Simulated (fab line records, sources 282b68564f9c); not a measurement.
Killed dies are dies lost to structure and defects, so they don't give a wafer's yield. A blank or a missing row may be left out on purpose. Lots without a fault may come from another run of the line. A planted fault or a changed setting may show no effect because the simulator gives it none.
A struck lot beside a sound one | flow rit_cmos | 14 steps out of a route of 202
Sound: wafers L916.1, L916.2, L916.3. Struck: wafers L925.2, L925.3, L925.6. The cause comes at the end.
At each step with rows: each side's tool, then ch and its chambers, then its first start. Under that, the readings that differ: sound wafers | struck wafers | difference of the means | sigmas: that difference in standard deviations of wafers without a fault.
alike: readings whose means differ by less than 2 such deviations, and words and numbers that are the same on both sides. not compared: withheld readings, readings that some wafer has no value for, bounds like >300 that may hide the same value, and numbers for which the record gives no deviation and whose values overlap.
The two part at a step that has a row with sigmas, a row that says differs or no value, or rows on one side only. Numbers that don't overlap but have no deviation are shown without sigmas and don't part them. A reading that every wafer of one side lacks parts them only if that side has two wafers or more.

first, 2 steps without rows for these wafers: RIT_SDANNEAL_CLEAN_01 (cleans in dHF, time 30 s); RIT_SDANNEAL_CLEAN_02 (cleans in SC2, time 600 s).
RIT_SDANNEAL_RTA_03: time 5 s.
  sound on rtp_anneal-02 ch 0, day 3 07:06; struck on rtp_anneal-01 ch 0, day 4 22:30
  alike: ramp_up_c_per_s, wafer_temp_C_max
RIT_SDANNEAL_RS_MEAS_04: measures by four-point-probe.
  sound on film_metro-04, day 3 07:10; struck on film_metro-02, day 4 22:34
  alike: PSD_RS
RIT_SDANNEAL_RS_MEAS_05: measures by four-point-probe.
  sound on film_metro-04, day 3 07:17; struck on film_metro-02, day 4 22:41
  alike: NSD_RS
RIT_SDANNEAL_RS_MEAS_06: measures by four-point-probe.
  sound on film_metro-04, day 3 07:24; struck on film_metro-02, day 4 22:49
  alike: PLDD_RS
RIT_SDANNEAL_RS_MEAS_07: measures by four-point-probe.
  sound on film_metro-04, day 3 07:31; struck on film_metro-02, day 4 22:56
  alike: NLDD_RS
then, 1 step without rows for these wafers: RIT_SILICIDE_WET_ETCH_00 (etches SiO2 in BOE, target depth 14 nm, time 15 s).
RIT_SILICIDE_SPUTTER_01: material Ti, target thk 30 nm, time 240 s.
  sound on pvd_sputter-02, day 3 07:39; struck on pvd_sputter-01, day 4 23:03
  alike: substrate_temp_c, throttle_valve_pct
RIT_SILICIDE_RS_MEAS_02: measures by four-point-probe.
  sound on film_metro-01, day 3 07:48; struck on film_metro-03, day 4 23:13
  alike: SILICIDE_TI_RS
RIT_SILICIDE_THK_MEAS_03: measures by xrf.
  sound on film_metro-01, day 3 07:55; struck on film_metro-03, day 4 23:20
  alike: SILICIDE_TI_THK
RIT_SILICIDE_RTA_04: time 10 s, ramp up 5 s, ramp down 5 s.
  sound on rtp_anneal-01 ch 0, day 3 07:59; struck on rtp_anneal-02 ch 0, day 4 23:24
  alike: wafer_temp_C_max
RIT_SILICIDE_WET_ETCH_05: etches Ti in SPM, time 120 s.
  sound on wet_bench-03 ch 3, day 3 08:03; struck on wet_bench-04 ch 1, day 4 23:27
  no value came back on the struck wafers for bath_guard_temp_C (C), bath_heat_duty_pct (%), time_s (s); on the sound wafers bath_guard_temp_C (C) reads 89.7 89.7 89.6
RIT_SILICIDE_RTA_06: time 10 s, ramp up 5 s, ramp down 10 s.
  sound on rtp_anneal-02 ch 0, day 3 08:05; struck on rtp_anneal-01 ch 0, day 4 23:30
  alike: wafer_temp_C_max

WHERE THEY PART
Only at RIT_SILICIDE_WET_ETCH_05, within this record. Later steps at which nothing parts them and some readings are alike: RIT_SILICIDE_RTA_06.

WHY: what the simulator had put in
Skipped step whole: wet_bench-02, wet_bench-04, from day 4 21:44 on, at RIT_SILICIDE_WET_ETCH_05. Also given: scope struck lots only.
